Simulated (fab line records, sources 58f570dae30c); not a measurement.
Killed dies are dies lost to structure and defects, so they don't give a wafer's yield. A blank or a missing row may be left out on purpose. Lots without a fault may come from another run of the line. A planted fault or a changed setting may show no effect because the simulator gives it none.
fab line records | flow berkeley_cmos170
record lots=5 wafers=15 last_day=12
route steps=331 shown NSD@207 PLDD@208 NLDD@209 SILICIDE@210 CONTACT@216 M1@238
lots that met no fault: from a run of the same line without faults
start_h: hours from the record's first day to the start of the lot's first wafer shown | wait_h: hours since the lot's step before | " the same as in the row above | L1.1+2: a row that stands for several wafers | - no value, or no start given | * or withheld: withheld | < > ~ a bound
route shown NAME@n: a module of which the file shows steps, and the number in the route of the first | usual: mean/standard deviation of fault-free wafers | same: alike in all rows | chamber/n: place in a boat | sites: the reading at each site | _std_site: their standard deviation | _edge_site: outer sites' mean less inner sites' | radius_mm: how far each site lies from the wafer's centre | mask NAME#n: copy n | behind: the tool/chamber that last shaped the wafer | hold: why the lot was held/for how many hours/how that ended | device: the transistor (n, p or np) that didn't switch | end of line: the same wafers' tests at the end of the route | a step without rows: its recipe alone | killed: dies lost to structure and defects at the first sort, not the wafer's yield | map: a wafer's dies, x killed, . not, _ none there
set.NAME: the setting as run; set.NAME@STEP: as run at that earlier step | model.NAME: the simulator's own value behind a step, which no gauge read
lots at some steps of the route; a table a step, a row a wafer
services: from which hour (start_h, from the record's first day; less than 0 if before it) a tool's chamber was out of use, for how many hours, and why
## steps
# step UCB170_SDANNEAL_RS_MEAS_03
# recipe thk_meas_gauge=four-point-probe
# usual NSD_RS=37.28/0.089
# columns lot.wafer tool chamber start_h wait_h NSD_RS[ohm/sq]
L080.1 film_metro-03 - 218.37 0.1 37.42
L080.2 " - " " 37.36
L080.5 " - " " 37.35
L086.1 film_metro-03 - 234.55 0.1 37.27
L086.4 " - " " 37.34
L086.5 " - " " 37.22
L087.2 film_metro-01 - 234.92 0.1 37.21
L087.3 " - " " 37.29
L087.5 " - " " 37.23
L091.3 film_metro-02 - 248.46 0.1 37.17
L091.4 " - " " 37.14
L091.6 " - " " 37.24
L094.2 film_metro-01 - 259.31 0.1 37.40
L094.3 " - " " 37.42
L094.5 " - " " 37.31
# step UCB170_SDANNEAL_RS_MEAS_04
# recipe thk_meas_gauge=four-point-probe
# usual PLDD_RS=1031.1/2.9
# columns lot.wafer tool chamber start_h wait_h PLDD_RS[ohm/sq]
L080.1 film_metro-03 - 218.49 0.1 1035.4
L080.2 " - " " 1034.5
L080.5 " - " " 1030.4
L086.1 film_metro-03 - 234.67 0.1 1029.8
L086.4 " - " " 1028.9
L086.5 " - " " 1033.7
L087.2 film_metro-01 - 235.04 0.1 1028.0
L087.3 " - " " 1026.2
L087.5 " - " " 1026.0
L091.3 film_metro-02 - 248.58 0.1 1030.2
L091.4 " - " " 1031.5
L091.6 " - " " 1030.5
L094.2 film_metro-01 - 259.43 0.1 1032.5
L094.3 " - " " 1033.5
L094.5 " - " " 1033.9
# step UCB170_SDANNEAL_RS_MEAS_05
# recipe thk_meas_gauge=four-point-probe
# usual NLDD_RS=616.7/1.2
# columns lot.wafer tool chamber start_h wait_h NLDD_RS[ohm/sq]
L080.1 film_metro-03 - 218.61 0.1 618.8
L080.2 " - " " 618.3
L080.5 " - " " 618.1
L086.1 film_metro-03 - 234.79 0.1 615.5
L086.4 " - " " 615.5
L086.5 " - " " 616.1
L087.2 film_metro-01 - 235.16 0.1 615.7
L087.3 " - " " 615.1
L087.5 " - " " 616.9
L091.3 film_metro-02 - 248.70 0.1 619.5
L091.4 " - " " 617.9
L091.6 " - " " 618.4
L094.2 film_metro-01 - 259.55 0.1 616.2
L094.3 " - " " 616.3
L094.5 " - " " 617.5
# step UCB170_SILICIDE_PRE_CLEAN_00
# recipe gas=Ar preclean_etch_time_s=60
# columns lot.wafer tool chamber start_h wait_h
L080.1+2+5 pvd_sputter-02 - 218.73 0.1
L086.1+4+5 pvd_sputter-01 - 234.91 0.1
L087.2+3+5 pvd_sputter-03 - 235.26 0.1
L091.3+4+6 pvd_sputter-02 - 248.78 0.1
L094.2+3+5 pvd_sputter-03 - 259.65 0.1
# step UCB170_SILICIDE_SPUTTER_01
# recipe material=Ti target_thk_nm=30 time_s=25 power_w=1500 chamber_pressure_pa=0.5
# usual throttle_valve_pct=29.8/0.66
# same time_s=25
# columns lot.wafer tool chamber start_h wait_h throttle_valve_pct
L080.1 pvd_sputter-02 - 218.79 0.0 29.5
L080.2 " - " " 29.0
L080.5 " - " " 30.2
L086.1 pvd_sputter-01 - 234.98 0.0 30.8
L086.4 " - " " 30.6
L086.5 " - " " 29.2
L087.2 pvd_sputter-03 - 235.33 0.0 29.9
L087.3 " - " " 29.7
L087.5 " - " " 30.0
L091.3 pvd_sputter-02 - 248.85 0.0 29.1
L091.4 " - " " 30.6
L091.6 " - " " 28.8
L094.2 pvd_sputter-03 - 259.71 0.0 29.1
L094.3 " - " " 29.7
L094.5 " - " " 28.8
# step UCB170_SILICIDE_RS_MEAS_02
# recipe thk_meas_gauge=four-point-probe reads=Ti_of_SILICIDE_SPUTTER_01
# usual SILICIDE_TI_RS=25.9/0.38
# columns lot.wafer tool chamber start_h wait_h SILICIDE_TI_RS[ohm/sq]
L080.1 film_metro-02 - 218.82 0.0 26.2
L080.2 " - " " 26.3
L080.5 " - " " 26.0
L086.1 film_metro-04 - 235.14 0.1 26.0
L086.4 " - " " 26.2
L086.5 " - " " 25.9
L087.2 film_metro-01 - 235.40 0.1 26.1
L087.3 " - " " 26.4
L087.5 " - " " 25.8
L091.3 film_metro-02 - 248.92 0.1 26.5
L091.4 " - " " 25.8
L091.6 " - " " 26.4
L094.2 film_metro-01 - 259.76 0.0 25.8
L094.3 " - " " 25.6
L094.5 " - " " 25.7
# step UCB170_SILICIDE_THK_MEAS_03
# recipe thk_meas_gauge=xrf reads=Ti_of_SILICIDE_SPUTTER_01
# usual SILICIDE_TI_THK=29.8/0.4
# columns lot.wafer tool chamber start_h wait_h SILICIDE_TI_THK[nm]
L080.1 film_metro-02 - 218.94 0.1 29.9
L080.2 " - " " 29.7
L080.5 " - " " 30.1
L086.1 film_metro-04 - 235.26 0.1 29.8
L086.4 " - " " 29.6
L086.5 " - " " 29.8
L087.2 film_metro-01 - 235.51 0.1 29.6
L087.3 " - " " 29.3
L087.5 " - " " 30.0
L091.3 film_metro-02 - 249.02 0.1 29.3
L091.4 " - " " 30.0
L091.6 " - " " 29.4
L094.2 film_metro-01 - 259.87 0.1 30.0
L094.3 " - " " 30.4
L094.5 " - " " 30.1
# step UCB170_SILICIDE_RTA_04
# recipe temp_c=650 time_s=15 ambient=N2
# usual lamp_power_pct=10.25/0.21 wafer_temp_C_max=653.3/1.4
# same time_s=15
# columns lot.wafer tool chamber start_h wait_h lamp_power_pct wafer_temp_C_max
L080.1 rtp_anneal-01 0 219.00 0.1 10.47 652.1
L080.2 " 0 " " 10.47 651.6
L080.5 " 0 " " 10.47 651.4
L086.1 rtp_anneal-01 0 235.32 0.1 10.47 652.0
L086.4 " 0 " " 10.46 652.5
L086.5 " 0 " " 10.47 652.0
L087.2 rtp_anneal-02 0 235.57 0.1 10.06 653.7
L087.3 " 0 " " 10.06 655.3
L087.5 " 0 " " 10.07 655.2
L091.3 rtp_anneal-01 0 249.08 0.1 10.49 652.6
L091.4 " 0 " " 10.48 651.6
L091.6 " 0 " " 10.48 651.0
L094.2 rtp_anneal-01 0 259.94 0.1 10.47 651.6
L094.3 " 0 " " 10.49 652.6
L094.5 " 0 " " 10.48 652.0
# step UCB170_SILICIDE_WET_ETCH_05
# recipe chemistry=SPM time_s=45 temp_c=120 target=Ti
# same time_s=45
# columns lot.wafer tool chamber start_h wait_h
L080.1+2+5 wet_bench-02 1 219.08 0.1
L086.1+4+5 wet_bench-04 3 235.39 0.1
L087.2+3+5 wet_bench-04 0 235.64 0.1
L091.3+4+6 wet_bench-04 1 249.18 0.1
L094.2+3+5 wet_bench-02 2 260.03 0.1
# step UCB170_CONTACT_CLEAN_00
# recipe chemistry=SPM temp_c=120 time_s=600
# same time_s=600
# columns lot.wafer tool chamber start_h wait_h
L080.1+2+5 wet_bench-03 2 219.10 0.0
L086.1+4+5 wet_bench-04 0 235.42 0.0
L087.2+3+5 wet_bench-04 3 235.66 0.0
L091.3+4+6 wet_bench-04 2 249.20 0.0
L094.2+3+5 wet_bench-04 3 260.05 0.0
# step UCB170_CONTACT_CVD_01
# recipe material=PSG target_thk_nm=700 temp_c=450 precursor=SiH4/O2/PH3 time_s=2820 pressure_mtorr=300 sih4_flow_sccm=60 o2_flow_sccm=90 ph3_flow_sccm=25
# usual pressure_mtorr=300.0/0.64
# same time_s=2820
# columns lot.wafer tool chamber start_h wait_h pressure_mtorr
L080.1 lpcvd-02 0 220.32 0.8 299.5
L080.2 " 0 " " 300.8
L080.5 " 0 " " 300.4
L086.1 lpcvd-01 1 235.59 0.0 299.3
L086.4 " 1 " " 300.1
L086.5 " 1 " " 299.7
L087.2 lpcvd-02 0 235.87 0.0 298.8
L087.3 " 0 " " 298.9
L087.5 " 0 " " 299.3
L091.3 lpcvd-02 0 250.67 1.3 299.7
L091.4 " 0 " " 299.5
L091.6 " 0 " " 299.7
L094.2 lpcvd-02 0 260.23 0.0 300.3
L094.3 " 0 " " 300.4
L094.5 " 0 " " 299.8
# step UCB170_CONTACT_THK_MEAS_02
# recipe reads=PSG_of_CONTACT_CVD_01
# usual CONTACT_PSG_THK=699/7.6
# columns lot.wafer tool chamber start_h wait_h CONTACT_PSG_THK[nm]
L080.1 film_metro-02 - 222.16 0.1 699
L080.2 " - " " 698
L080.5 " - " " 700
L086.1 film_metro-02 - 238.26 0.0 694
L086.4 " - " " 697
L086.5 " - " " 696
L087.2 film_metro-04 - 238.56 0.0 686
L087.3 " - " " 691
L087.5 " - " " 694
L091.3 film_metro-03 - 252.53 0.1 697
L091.4 " - " " 702
L091.6 " - " " 699
L094.2 film_metro-03 - 262.02 0.0 692
L094.3 " - " " 698
L094.5 " - " " 692
# step UCB170_CONTACT_HMDS_03
# recipe prime_time_s=60 prime_temp_c=100
# columns lot.wafer tool chamber start_h wait_h
L080.1+2+5 litho_track-03 0 222.61 0.4
L086.1+4+5 litho_track-04 0 238.32 0.1
L087.2+3+5 litho_track-02 0 238.63 0.1
L091.3+4+6 litho_track-03 0 252.91 0.4
L094.2+3+5 litho_track-03 0 262.11 0.1
# step UCB170_CONTACT_COAT_04
# recipe resist=KrF spin_rpm=1500 resist_thk_nm=900
# columns lot.wafer tool chamber start_h wait_h
L080.1+2+5 litho_track-03 0 222.76 0.1
L086.1+4+5 litho_track-04 0 238.47 0.1
L087.2+3+5 litho_track-02 0 238.78 0.1
L091.3+4+6 litho_track-03 0 253.06 0.1
L094.2+3+5 litho_track-03 0 262.26 0.1
# step UCB170_CONTACT_SOFTBAKE_05
# recipe resist=KrF temp_c=130 time_s=60
# same time_s=60
# columns lot.wafer tool chamber start_h wait_h
L080.1+2+5 litho_track-03 0 222.91 0.1
L086.1+4+5 litho_track-04 0 238.62 0.1
L087.2+3+5 litho_track-02 0 238.93 0.1
L091.3+4+6 litho_track-03 0 253.21 0.1
L094.2+3+5 litho_track-03 0 262.41 0.1
# step UCB170_CONTACT_STRIP_06
# recipe chemistry=O2 power_w=400 pressure_mtorr=3500 platen_temp_c=withheld o2_flow_sccm=400 overash_fraction=0.5
# usual drypump_motor_current_A=5.9/0.4 oes_product_au=0.734/0.0039 strip_time_to_endpoint_s=21.97/0.061
# columns lot.wafer tool chamber start_h wait_h drypump_motor_current_A oes_product_au rf_hours_counter_h strip_time_to_endpoint_s
L080.1 plasma_asher-04 0 223.06 0.1 5.3 0.733 47 21.98
L080.2 " 1 " " 5.5 0.730 47 21.94
L080.5 " 1 " " 5.5 0.735 - 22.02
L086.1 plasma_asher-02 1 238.77 0.1 6.1 0.740 55 22.05
L086.4 " 0 " " 6.4 0.736 - 22.02
L086.5 " 0 " " 6.4 0.736 - 22.05
L087.2 plasma_asher-03 0 239.06 0.1 6.2 0.728 12 21.95
L087.3 " 0 " " 6.2 0.734 - 21.93
L087.5 " 0 " " 6.2 0.727 - 21.95
L091.3 plasma_asher-04 1 253.34 0.1 5.4 0.737 - 21.92
L091.4 " 0 " " 5.3 0.732 - 21.93
L091.6 " 1 " " 5.5 0.735 - 21.91
L094.2 plasma_asher-02 0 262.53 0.1 6.4 0.731 59 21.99
L094.3 " 1 " " 6.0 0.740 - 21.99
L094.5 " 1 " " 6.1 0.736 - 21.99
# step UCB170_CONTACT_CLEAN_07
# recipe chemistry=SPM temp_c=120 time_s=600
# same time_s=600
# columns lot.wafer tool chamber start_h wait_h
L080.1+2+5 wet_bench-02 0 223.16 0.1
L086.1+4+5 wet_bench-04 3 238.87 0.1
L087.2+3+5 wet_bench-03 2 239.16 0.1
L091.3+4+6 wet_bench-03 1 253.51 0.1
L094.2+3+5 wet_bench-04 0 262.63 0.1
# step UCB170_CONTACT_RTA_08
# recipe temp_c=900 time_s=10 ambient=N2
# usual lamp_power_pct=24.0/0.49 wafer_temp_C_max=904.4/2.2
# same time_s=10
# columns lot.wafer tool chamber start_h wait_h lamp_power_pct wafer_temp_C_max
L080.1 rtp_anneal-02 0 223.34 0.0 23.5 906.2
L080.2 " 0 " " 23.5 905.6
L080.5 " 0 " " 23.5 905.2
L086.1 rtp_anneal-01 0 239.05 0.0 24.5 902.5
L086.4 " 0 " " 24.4 902.3
L086.5 " 0 " " 24.4 902.1
L087.2 rtp_anneal-02 0 239.34 0.0 23.5 906.4
L087.3 " 0 " " 23.5 907.4
L087.5 " 0 " " 23.4 906.7
L091.3 rtp_anneal-02 0 253.71 0.0 23.5 905.8
L091.4 " 0 " " 23.5 906.8
L091.6 " 0 " " 23.5 908.5
L094.2 rtp_anneal-02 0 262.82 0.0 23.5 907.1
L094.3 " 0 " " 23.4 906.1
L094.5 " 0 " " 23.4 906.3
# step UCB170_CONTACT_COAT_09
# recipe resist=BARC temp_c=withheld time_s=withheld spin_rpm=3000 resist_thk_nm=withheld
# columns lot.wafer tool chamber start_h wait_h
L080.1+2+5 litho_track-02 0 224.24 0.9
L086.1+4+5 litho_track-02 0 239.51 0.4
L087.2+3+5 litho_track-04 0 240.15 0.8
L091.3+4+6 litho_track-04 0 254.46 0.7
L094.2+3+5 litho_track-02 0 262.90 0.1
# step UCB170_CONTACT_COAT_10
# recipe resist=KrF spin_rpm=1500 resist_thk_nm=900
# columns lot.wafer tool chamber start_h wait_h
L080.1+2+5 litho_track-02 0 - -
L086.1+4+5 litho_track-02 0 - -
L087.2+3+5 litho_track-04 0 - -
L091.3+4+6 litho_track-04 0 - -
L094.2+3+5 litho_track-02 0 - -
# step UCB170_CONTACT_SOFTBAKE_11
# recipe resist=KrF temp_c=130 time_s=60
# same time_s=60
# columns lot.wafer tool chamber start_h wait_h
L080.1+2+5 litho_track-02 0 - -
L086.1+4+5 litho_track-02 0 - -
L087.2+3+5 litho_track-04 0 - -
L091.3+4+6 litho_track-04 0 - -
L094.2+3+5 litho_track-02 0 - -
# step UCB170_CONTACT_EXPOSE_12
# recipe mask_id=CONT target_cd_nm=700 na=0.5 sigma_outer=0.6 source_shape=conventional dose_mj=35
# columns lot.wafer tool chamber start_h wait_h mask
L080.1+2+5 krf_scanner-02 0 224.91 - CONT#0
L086.1+4+5 krf_scanner-01 0 240.08 - CONT#0
L087.2+3+5 krf_scanner-01 0 240.59 - CONT#0
L091.3+4+6 krf_scanner-01 0 254.90 - CONT#0
L094.2+3+5 krf_scanner-02 0 263.47 - CONT#0
# step UCB170_CONTACT_PEB_13
# recipe peb_temp_c=130 peb_time_s=withheld resist=KrF
# columns lot.wafer tool chamber start_h wait_h
L080.1+2+5 litho_track-04 0 225.39 0.5
L086.1+4+5 litho_track-03 0 240.76 0.7
L087.2+3+5 litho_track-04 0 241.60 1.0
L091.3+4+6 litho_track-04 0 255.18 0.3
L094.2+3+5 litho_track-02 0 263.59 0.1
# step UCB170_CONTACT_DEVELOP_14
# recipe developer=TMAH develop_time_s=45 resist=KrF dev_temp_c=21
# columns lot.wafer tool chamber start_h wait_h
L080.1+2+5 litho_track-04 0 - -
L086.1+4+5 litho_track-03 0 - -
L087.2+3+5 litho_track-04 0 - -
L091.3+4+6 litho_track-04 0 - -
L094.2+3+5 litho_track-02 0 - -
# step UCB170_CONTACT_CD_MEAS_15
# recipe target_cd_nm=700
# usual cd_nm=700.2/1.8
# columns lot.wafer tool chamber start_h wait_h cd_nm
L080.1 cd_sem-02 - 225.67 - 697.6
L080.2 " - " " 697.0
L080.5 " - " " 698.5
L086.1 cd_sem-01 - 241.03 - 698.7
L086.4 " - " " 695.7
L086.5 " - " " 697.6
L087.2 cd_sem-02 - 241.87 - 699.2
L087.3 " - " " 699.5
L087.5 " - " " 699.8
L091.3 cd_sem-01 - 255.45 - 701.0
L091.4 " - " " 702.3
L091.6 " - " " 701.7
L094.2 cd_sem-01 - 263.86 - 701.9
L094.3 " - " " 702.5
L094.5 " - " " 703.4
# step UCB170_CONTACT_OVL_MEAS_16
# usual CONTACT_OVL=-1/6.1
# columns lot.wafer tool chamber start_h wait_h CONTACT_OVL[nm]
L080.1 overlay-01 - 225.79 0.1 -5
L080.2 " - " " -10
L080.5 " - " " -8
L086.1 overlay-02 - 241.15 0.1 9
L086.4 " - " " 12
L086.5 " - " " 4
L087.2 overlay-01 - 241.98 0.1 -9
L087.3 " - " " -7
L087.5 " - " " -4
L091.3 overlay-01 - 255.54 0.1 -11
L091.4 " - " " -7
L091.6 " - " " -6
L094.2 overlay-01 - 263.97 0.1 -5
L094.3 " - " " -8
L094.5 " - " " -6
# step UCB170_CONTACT_ETCH_17
# recipe chemistry=N2/H2 target_depth_a=withheld overetch_a=withheld target=BARC time_s=withheld source_w=500 bias_w=100 pressure_mtorr=30 n2_flow_sccm=100 h2_flow_sccm=200
# usual drypump_motor_current_A=5.4/0.54 h2_flow_sccm=200.0/0.57 n2_flow_sccm=100.02/0.28 oes_product_au=0.993/0.027 throttle_valve_pct=13.36/0.17
# columns lot.wafer tool chamber start_h wait_h drypump_motor_current_A h2_flow_sccm n2_flow_sccm oes_product_au throttle_valve_pct
L080.1 rie_diel-01 3 225.82 0.0 5.1 200.5 100.45 0.996 13.66
L080.2 " 0 " " 6.4 200.2 100.25 0.998 13.13
L080.5 " 1 " " 4.9 200.2 99.57 0.950 13.16
L086.1 rie_diel-01 1 241.19 0.0 4.9 199.3 100.34 0.963 13.16
L086.4 " 3 " " 5.1 200.2 100.05 1.014 13.66
L086.5 " 1 " " 4.9 200.0 99.95 0.957 13.17
L087.2 rie_diel-04 3 242.01 0.0 5.3 199.9 99.94 0.965 13.40
L087.3 " 0 " " 5.0 199.2 100.22 0.975 13.29
L087.5 " 2 " " 5.1 200.2 99.86 0.955 13.27
L091.3 rie_diel-03 0 255.57 0.0 5.5 199.7 99.88 1.012 13.35
L091.4 " 3 " " 4.7 200.8 99.89 1.014 13.61
L091.6 " 2 " " 6.3 198.3 100.02 1.002 13.17
L094.2 rie_diel-01 0 264.00 0.0 6.4 200.1 99.11 1.002 13.12
L094.3 " 2 " " 5.9 199.9 99.93 1.034 13.53
L094.5 " 2 " " 5.9 199.2 99.65 1.032 13.54
# step UCB170_CONTACT_ETCH_18
# recipe chemistry=CHF3/CF4/Ar target=PSG stop_on=TiSi2 CHF3_flow_sccm=45 cf4_flow_sccm=15 Ar_flow_sccm=150 pressure_mtorr=200 rf_w=700 target_depth_a=8400 over_etch_frac=0.2 time_s=195
# usual drypump_motor_current_A=5.4/0.55 oes_product_au=0.888/0.02 throttle_valve_pct=6.94/0.12
# same time_s=195
# columns lot.wafer tool chamber start_h wait_h drypump_motor_current_A oes_product_au rf_hours_counter_h throttle_valve_pct
L080.1 rie_diel-01 3 - - 5.1 0.888 10 7.17
L080.2 " 0 " " 6.4 0.893 0 6.72
L080.5 " 1 " " 4.9 0.880 - 6.86
L086.1 rie_diel-01 1 - - 4.9 0.872 139 6.87
L086.4 " 3 " " 5.1 0.887 11 7.16
L086.5 " 1 " " 4.9 0.883 - 6.86
L087.2 rie_diel-04 3 - - 5.3 0.856 28 7.03
L087.3 " 0 " " 5.0 0.874 2 6.92
L087.5 " 2 " " 5.1 0.866 - 6.89
L091.3 rie_diel-03 0 - - 5.5 0.914 67 6.93
L091.4 " 3 " " 4.7 0.907 54 7.10
L091.6 " 2 " " 6.3 0.880 - 6.80
L094.2 rie_diel-01 0 - - 6.4 0.892 3 6.74
L094.3 " 2 " " 5.9 0.910 122 7.02
L094.5 " 2 " " 5.8 0.911 - 7.02
# step UCB170_CONTACT_STRIP_19
# recipe chemistry=O2 power_w=400 pressure_mtorr=3500 platen_temp_c=withheld o2_flow_sccm=400 overash_fraction=0.5
# usual drypump_motor_current_A=5.9/0.39 oes_product_au=0.726/0.0044
# columns lot.wafer tool chamber start_h wait_h drypump_motor_current_A oes_product_au rf_hours_counter_h
L080.1 plasma_asher-03 0 225.99 - 6.2 0.731 11
L080.2 " 1 " " 5.8 0.735 11
L080.5 " 0 " " 6.2 0.724 -
L086.1 plasma_asher-02 0 241.36 - 6.4 0.727 56
L086.4 " 1 " " 6.0 0.727 -
L086.5 " 0 " " 6.4 0.729 -
L087.2 plasma_asher-03 1 242.17 - 5.8 0.720 13
L087.3 " 0 " " 6.2 0.726 -
L087.5 " 0 " " 6.2 0.723 -
L091.3 plasma_asher-03 0 255.77 - 6.2 0.725 -
L091.4 " 1 " " 5.8 0.730 -
L091.6 " 0 " " 6.2 0.724 -
L094.2 plasma_asher-03 1 264.16 - 5.8 0.718 16
L094.3 " 0 " " 6.2 0.728 -
L094.5 " 1 " " 5.8 0.735 -
# step UCB170_CONTACT_CD_MEAS_90
# recipe target_cd_nm=700
# usual cd_nm=700.4/2
# columns lot.wafer tool chamber start_h wait_h cd_nm
L080.1 cd_sem-02 - 226.09 0.1 697.9
L080.2 " - " " 696.5
L080.5 " - " " 697.7
L086.1 cd_sem-02 - 241.46 0.1 698.0
L086.4 " - " " 694.9
L086.5 " - " " 696.8
L087.2 cd_sem-02 - 242.29 0.1 698.6
L087.3 " - " " 699.8
L087.5 " - " " 699.9
L091.3 cd_sem-02 - 255.87 0.1 702.7
L091.4 " - " " 703.0
L091.6 " - " " 702.5
L094.2 cd_sem-01 - 264.28 0.1 701.1
L094.3 " - " " 701.6
L094.5 " - " " 701.7
# step UCB170_CONTACT_CLEAN_20
# recipe chemistry=SPM temp_c=120 time_s=600
# same time_s=600
# columns lot.wafer tool chamber start_h wait_h
L080.1+2+5 wet_bench-04 2 229.48 3.4
L086.1+4+5 wet_bench-04 0 241.58 0.1
L087.2+3+5 wet_bench-02 3 242.39 0.1
L091.3+4+6 wet_bench-04 0 256.00 0.1
L094.2+3+5 wet_bench-03 1 264.38 0.1
# step UCB170_M1_SPUTTER_00
# recipe material=Al target_thk_nm=600 time_s=80 power_w=6000 chamber_pressure_pa=0.5
# usual throttle_valve_pct=29.7/0.72
# same time_s=80
# columns lot.wafer tool chamber start_h wait_h throttle_valve_pct
L080.1 pvd_sputter-03 - 229.72 0.1 29.6
L080.2 " - " " 29.0
L080.5 " - " " 29.9
L086.1 pvd_sputter-03 - 241.77 0.0 29.8
L086.4 " - " " 28.9
L086.5 " - " " 29.0
L087.2 pvd_sputter-01 - 242.57 0.0 30.7
L087.3 " - " " 30.3
L087.5 " - " " 29.2
L091.3 pvd_sputter-03 - 256.17 0.0 29.5
L091.4 " - " " 28.8
L091.6 " - " " 29.5
L094.2 pvd_sputter-04 - 264.56 0.0 29.0
L094.3 " - " " 29.0
L094.5 " - " " 29.1
# step UCB170_M1_RS_MEAS_01
# recipe thk_meas_gauge=four-point-probe reads=Al_of_M1_SPUTTER_00
# usual M1_AL_RS=0.0482/0.0005
# columns lot.wafer tool chamber start_h wait_h M1_AL_RS[ohm/sq]
L080.1 film_metro-01 - 229.90 0.1 0.0478
L080.2 " - " " 0.0482
L080.5 " - " " 0.0476
L086.1 film_metro-01 - 241.83 0.0 0.0479
L086.4 " - " " 0.0486
L086.5 " - " " 0.0486
L087.2 film_metro-03 - 242.65 0.1 0.0483
L087.3 " - " " 0.0478
L087.5 " - " " 0.0485
L091.3 film_metro-02 - 256.28 0.1 0.0475
L091.4 " - " " 0.0480
L091.6 " - " " 0.0478
L094.2 film_metro-01 - 264.64 0.1 0.0483
L094.3 " - " " 0.0481
L094.5 " - " " 0.0484
# step UCB170_M1_THK_MEAS_02
# recipe thk_meas_gauge=xrf reads=Al_of_M1_SPUTTER_00
# usual M1_AL_THK=590/6.9
# columns lot.wafer tool chamber start_h wait_h M1_AL_THK[nm]
L080.1 film_metro-01 - 230.02 0.1 592
L080.2 " - " " 589
L080.5 " - " " 593
L086.1 film_metro-01 - 241.95 0.1 591
L086.4 " - " " 589
L086.5 " - " " 589
L087.2 film_metro-03 - 242.76 0.1 592
L087.3 " - " " 598
L087.5 " - " " 588
L091.3 film_metro-02 - 256.38 0.1 598
L091.4 " - " " 593
L091.6 " - " " 595
L094.2 film_metro-01 - 264.75 0.1 583
L094.3 " - " " 594
L094.5 " - " " 587
# step UCB170_M1_COAT_03
# recipe resist=BARC temp_c=withheld time_s=withheld spin_rpm=3000 resist_thk_nm=withheld
# columns lot.wafer tool chamber start_h wait_h
L080.1+2+5 litho_track-02 0 230.35 0.3
L086.1+4+5 litho_track-02 0 242.76 0.8
L087.2+3+5 litho_track-01 0 243.41 0.6
L091.3+4+6 litho_track-01 0 256.90 0.5
L094.2+3+5 litho_track-02 0 265.67 0.9
# step UCB170_M1_COAT_04
# recipe resist=KrF spin_rpm=1500 resist_thk_nm=900
# columns lot.wafer tool chamber start_h wait_h
L080.1+2+5 litho_track-02 0 - -
L086.1+4+5 litho_track-02 0 - -
L087.2+3+5 litho_track-01 0 - -
L091.3+4+6 litho_track-01 0 - -
L094.2+3+5 litho_track-02 0 - -
# step UCB170_M1_SOFTBAKE_05
# recipe resist=KrF temp_c=130 time_s=60
# same time_s=60
# columns lot.wafer tool chamber start_h wait_h
L080.1+2+5 litho_track-02 0 - -
L086.1+4+5 litho_track-02 0 - -
L087.2+3+5 litho_track-01 0 - -
L091.3+4+6 litho_track-01 0 - -
L094.2+3+5 litho_track-02 0 - -
# step UCB170_M1_EXPOSE_06
# recipe mask_id=METAL1 target_cd_nm=700 na=0.5 sigma_outer=0.6 source_shape=conventional dose_mj=21
# columns lot.wafer tool chamber start_h wait_h mask
L080.1+2+5 krf_scanner-02 0 230.91 - METAL1#0
L086.1+4+5 krf_scanner-02 0 243.33 - METAL1#0
L087.2+3+5 krf_scanner-01 0 - - METAL1#0
L091.3+4+6 krf_scanner-02 0 257.46 - METAL1#0
L094.2+3+5 krf_scanner-02 0 - - METAL1#0
# step UCB170_M1_PEB_07
# recipe peb_temp_c=130 peb_time_s=withheld resist=KrF
# columns lot.wafer tool chamber start_h wait_h
L080.1+2+5 litho_track-03 0 231.80 0.9
L086.1+4+5 litho_track-02 0 244.21 0.9
L087.2+3+5 litho_track-03 0 - -
L091.3+4+6 litho_track-01 0 257.62 0.1
L094.2+3+5 litho_track-03 0 - -
# step UCB170_M1_DEVELOP_08
# recipe developer=TMAH develop_time_s=45 resist=KrF dev_temp_c=21
# columns lot.wafer tool chamber start_h wait_h
L080.1+2+5 litho_track-03 0 - -
L086.1+4+5 litho_track-02 0 - -
L087.2+3+5 litho_track-03 0 - -
L091.3+4+6 litho_track-01 0 - -
L094.2+3+5 litho_track-03 0 - -
# step UCB170_M1_CD_MEAS_09
# recipe target_cd_nm=700
# usual cd_nm=699.7/1.4
# columns lot.wafer tool chamber start_h wait_h cd_nm
L080.1 cd_sem-01 - 232.09 - 696.8
L080.2 " - " " 697.8
L080.5 " - " " 696.8
L086.1 cd_sem-02 - 244.48 - 698.8
L086.4 " - " " 700.4
L086.5 " - " " 698.3
L087.2 cd_sem-02 - 245.66 - 698.8
L087.3 " - " " 700.1
L087.5 " - " " 700.3
L091.3 cd_sem-01 - 257.92 - 698.8
L091.4 " - " " 700.1
L091.6 " - " " 699.7
L094.2 cd_sem-02 - 267.74 - 700.7
L094.3 " - " " 699.3
L094.5 " - " " 699.7
# step UCB170_M1_OVL_MEAS_10
# usual M1_OVL=-2/5
# columns lot.wafer tool chamber start_h wait_h M1_OVL[nm]
L080.1 overlay-01 - 232.21 0.1 2
L080.2 " - " " -1
L080.5 " - " " 8
L086.1 overlay-02 - 244.60 0.1 0
L086.4 " - " " -2
L086.5 " - " " -3
L087.2 overlay-02 - 245.76 0.1 0
L087.3 " - " " 3
L087.5 " - " " 1
L091.3 overlay-02 - 258.01 0.1 -5
L091.4 " - " " -1
L091.6 " - " " -6
L094.2 overlay-02 - 267.85 0.1 5
L094.3 " - " " -2
L094.5 " - " " -3
## services
# columns tool chamber start_h hours kind
plasma_asher-02 - 196.18 2.3 repair
pvd_sputter-01 - 203.14 2.6 repair
krf_scanner-01 - 205.17 0.8 pm
rie_diel-01 0 207.06 - clean
rie_diel-01 0 207.06 16.1 scheduled_down
rie_diel-01 0 207.06 16.1 vent_cycle
krf_scanner-02 0 208.88 - calibration
pvd_sputter-02 - 214.03 1.0 repair
rie_diel-04 3 215.39 4.1 repair
pvd_sputter-04 - 219.57 1.3 repair
plasma_asher-02 - 226.22 3.6 repair
pvd_sputter-04 - 227.59 4.8 repair
krf_scanner-01 - 244.50 1.0 pm
rie_diel-04 2 245.47 - clean
rie_diel-04 2 245.47 15.6 scheduled_down
rie_diel-04 2 245.47 15.6 vent_cycle
krf_scanner-02 - 253.07 0.8 pm
rie_diel-01 2 256.21 5.3 repair
rie_diel-01 1 261.51 - clean
rie_diel-01 1 261.51 21.7 scheduled_down
rie_diel-01 1 261.51 21.7 vent_cycle
pvd_sputter-04 - 265.02 2.4 repair
## key
fault none
